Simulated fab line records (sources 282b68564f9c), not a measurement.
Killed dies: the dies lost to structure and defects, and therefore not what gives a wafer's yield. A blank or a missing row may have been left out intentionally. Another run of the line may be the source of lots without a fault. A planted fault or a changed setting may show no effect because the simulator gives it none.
Comparing a struck lot with a sound one ; flow ritCmos ; 15 out of 202 route steps
Sound: wafers L890.3, L890.5, L890.6. Wafers L893.2, L893.4, L893.5 were the ones struck. The cause is named last.
At each step with rows: each side's tool, then ch and its chambers, then its first start. Under that, the readings that differ: sound wafers ; struck wafers ; difference of the means ; sigmas: that difference in standard deviations of wafers without a fault.
alike: same words and numbers on both sides, and readings whose means sit less than 2 such deviations apart. not compared: any withheld reading, any reading some wafer has no value for, any bound like >300 that may hide the same value, and any number with overlapping values for which the record gives no deviation.
The two part at a step that has a row with sigmas, a row that says differs or no value, or rows on one side only. Numbers that don't overlap but have no deviation are shown without sigmas and don't part them. Lack of a reading on every wafer of one side parts them only where that side has two or more wafers.

first, 6 steps without rows for these wafers: RIT_CONTACT_HMDS_02 (prime time 60 s); RIT_CONTACT_COAT_03 (resist thk 1000 nm); RIT_CONTACT_SOFTBAKE_04 (time 60 s); RIT_CONTACT_EXPOSE_05 (exposes mask M11, target cd 1000 nm); RIT_CONTACT_PEB_06; RIT_CONTACT_DEVELOP_07 (develop time 120 s).
RIT_CONTACT_CD_MEAS_08: the cd target is 1000 nm.
  sound on cdSem-02 at day 3 13:38; struck on cdSem-02 at day 4 02:14
  alike: cdNm
RIT_CONTACT_OVL_MEAS_09:
  sound on overlay-02 at day 3 13:43; struck on overlay-01 at day 4 02:21
  alike: CONTACT_OVL
then, 1 step without rows for these wafers: RIT_CONTACT_HARDBAKE_10 (time 60 s).
RIT_CONTACT_ETCH_11: etches SiO2 in CHF3/CF4/Ar, stops on TiSi2, target depth 480 nm, time 310.5 s.
  sound on rieDiel-01 ch 0,1,2, day 3 13:53; struck on rieDiel-01 ch 0,1,3, day 4 02:32
  alike: drypumpMotorCurrentA, oesProductAu, throttleValvePct
  not compared: rfHoursCounterH
RIT_CONTACT_STRIP_12: strips in O2, time 180 s.
  sound on plasmaAsher-01 ch 0,1, day 3 14:09; struck on plasmaAsher-02 ch 0,1, day 4 02:44
  alike: drypumpMotorCurrentA
  not compared: rfHoursCounterH
RIT_CONTACT_CD_MEAS_90: the cd target is 1000 nm.
  sound on cdSem-01 at day 3 14:18; struck on cdSem-01 at day 4 02:55
  alike: cdNm
RIT_CONTACT_CLEAN_13: cleans in SC1, time 600 s.
  sound on wetBench-01 ch 3, day 3 14:23; struck on wetBench-01 ch 3, day 4 03:01
  no value came back on the struck wafers for bathGuardTempC (C), bathHeatDutyPct (%); on the sound wafers bathGuardTempC (C) reads 75.3 75.3 75.6
then, 1 step without rows for these wafers: RIT_CONTACT_CLEAN_14 (cleans in SC2, time 600 s).
RIT_M1_PROBE_99:
  sound on prober-01 at day 3 18:59; struck on prober-01 at day 4 07:34
reading;sound;struck;difference;sigmas
killedOpen;3 1 2;9 6 9;+6;+3
  alike: killedAtFrontEnd, killedDies, killedShort

## WHERE THEY PART
At RIT_CONTACT_CLEAN_13 first; at RIT_M1_PROBE_99 last (within this record only).

WHY: what had been put in by the simulator
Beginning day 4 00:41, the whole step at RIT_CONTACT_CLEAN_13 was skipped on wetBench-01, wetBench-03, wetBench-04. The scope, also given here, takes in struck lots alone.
